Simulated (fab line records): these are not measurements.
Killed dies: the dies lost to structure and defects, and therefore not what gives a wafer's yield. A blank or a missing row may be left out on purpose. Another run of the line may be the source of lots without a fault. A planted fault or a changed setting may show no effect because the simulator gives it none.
Which of the tools did it? | flow rit-cmos | 7 lots with 21 wafers sampled at 2 steps, on a route of 202 steps

## WHAT EACH GAUGE READ, for each wafer
RIT_SDANNEAL_RS_MEAS_04: the measuring method here is four-point-probe.
lot  | measured    | on            | PSD_RS (ohm/sq)
L457 | day 3 23:20 | film-metro-03 | 116.16 116.07 115.91
L461 | day 4 18:28 | film-metro-01 | 115.78 115.96 115.84
L463 | day 5 03:58 | film-metro-03 | 116.12 116.20 116.11
L466 | day 5 18:38 | film-metro-03 | 115.64 115.75 115.62
L468 | day 6 02:52 | film-metro-01 | 94.08 93.73 94.09
L470 | day 6 12:32 | film-metro-02 | 94.42 94.27 94.17
L477 | day 8 04:21 | film-metro-03 | 116.21 116.11 116.03

## WHICH TOOL RAN EACH LOT (tool, then ch and the chambers of the sampled wafers, then the start)
lot  | RIT_SDANNEAL_RTA_03
L457 | rtp-anneal-01 ch 0, day 3 23:16
L461 | rtp-anneal-01 ch 0, day 4 18:24
L463 | rtp-anneal-01 ch 0, day 5 03:54
L466 | rtp-anneal-02 ch 0, day 5 18:34
L468 | rtp-anneal-02 ch 0, day 6 02:48
L470 | rtp-anneal-02 ch 0, day 6 12:28
L477 | rtp-anneal-01 ch 0, day 8 04:18
- RIT_SDANNEAL_RTA_03: time 5 s.

## THE ANSWER, worked out from the rows above alone
Rule: what is usual is taken from the lots themselves. The widest of any qualifying gaps counts: lots, ordered by their means at a reading, are off when they make up no more than a third of the lots, leave a main group of 4 or more, and stand apart from it by 3 or more times the standard deviation of that group's means. A main group whose means are all the same, to the digits that the tables above print for the reading, isn't used. Also off: a lot with no number at a reading for which 4 or more lots have one. All remaining lots with rows at the step are treated as sound.
Off: L468, L470, seen at RIT_SDANNEAL_RS_MEAS_04 (PSD_RS). For the main group the mean is 115.97 ohm/sq and the standard deviation 0.18.
If a tool, at a process step before that reading, ran all the lots that are off and no sound lot after the first of them, it fits. Gauges at RIT_SDANNEAL_RS_MEAS_04: tried the same way as those tools. One fits: rtp-anneal-02 at RIT_SDANNEAL_RTA_03. A fault onset in the window from L466 (day 5 18:34, its last sound lot) to L468 (day 6 02:48, its first lot off) fits.

## WHAT THE SIMULATOR PUT IN
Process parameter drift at RIT_SDANNEAL_RTA_03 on rtp-anneal-02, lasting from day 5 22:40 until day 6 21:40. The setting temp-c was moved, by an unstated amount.
Shown lots that were struck: L468, L470. The rule above found the same.
